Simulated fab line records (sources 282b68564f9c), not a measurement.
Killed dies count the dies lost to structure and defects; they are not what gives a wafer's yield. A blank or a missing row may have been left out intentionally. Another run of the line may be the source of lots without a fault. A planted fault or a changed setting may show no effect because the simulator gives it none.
What tool caused it? -- flow rit_cmos -- 7 lots with 21 wafers sampled at 2 steps, on a route of 202 steps

WHAT EACH GAUGE READ, for each wafer
RIT_REOX_THK_MEAS_04.
lot,measured,on,REOX_OXIDE_THK (nm)
L323,day 3 11:28,film_metro-03,26.4 26.3 25.9
L325,day 4 01:29,film_metro-02,41.9 41.9 41.4 41.9 41.8 41.4
L327,day 4 06:41,film_metro-02,25.5 25.8 25.9
L333,day 5 12:41,film_metro-02,43.5 42.9 42.6 43.4 42.9 42.6
L336,day 5 20:25,film_metro-01,26.2 26.6 26.6
L338,day 6 09:35,film_metro-02,25.9 25.7 26.1
L343,day 7 11:05,film_metro-01,26.5 26.4 26.4

WHAT TOOL EACH LOT RAN ON (gives the tool, then ch and the chambers of the sampled wafers, and finally the start)
lot,RIT_REOX_OXIDATION_03
L323,"furnace-04 ch 0, day 3 08:53"
L325,"furnace-01 ch 0, day 3 18:46"
L327,"furnace-03 ch 0, day 4 04:08"
L333,"furnace-04 ch 0, day 5 07:20 and furnace-03 ch 0, day 5 10:08"
L336,"furnace-03 ch 0, day 5 17:52"
L338,"furnace-03 ch 0, day 6 07:02"
L343,"furnace-01 ch 0, day 7 08:31"
- RIT_REOX_OXIDATION_03: target thk 25.2 nm, ox time 5804 s.

THE ANSWER, worked out from the rows above alone
Rule: what is usual is taken from the lots themselves. Put in order of their means at a reading, lots are off if they are a third of the lots or fewer, leave a main group of 4 or more, and stand apart from it by a gap of 3 or more times the standard deviation of the main group's means; of several such gaps the widest counts. If all means in a main group match to the digits the tables above print for the reading, that group is not used. Also off: a lot with no number at a reading for which 4 or more lots have one. The other lots that the step has rows for count as sound.
Off: L325, L333, seen at RIT_REOX_THK_MEAS_04 (REOX_OXIDE_THK). The main group: mean 26.1 nm, standard deviation 0.29.
A tool fits if, at a process step before that reading, it ran every lot that is off, and no sound lot after the first of them. Those tools and the gauges at RIT_REOX_THK_MEAS_04 are tried in the same way. None of those tried fits.

WHAT HAD BEEN PUT IN BY THE SIMULATOR
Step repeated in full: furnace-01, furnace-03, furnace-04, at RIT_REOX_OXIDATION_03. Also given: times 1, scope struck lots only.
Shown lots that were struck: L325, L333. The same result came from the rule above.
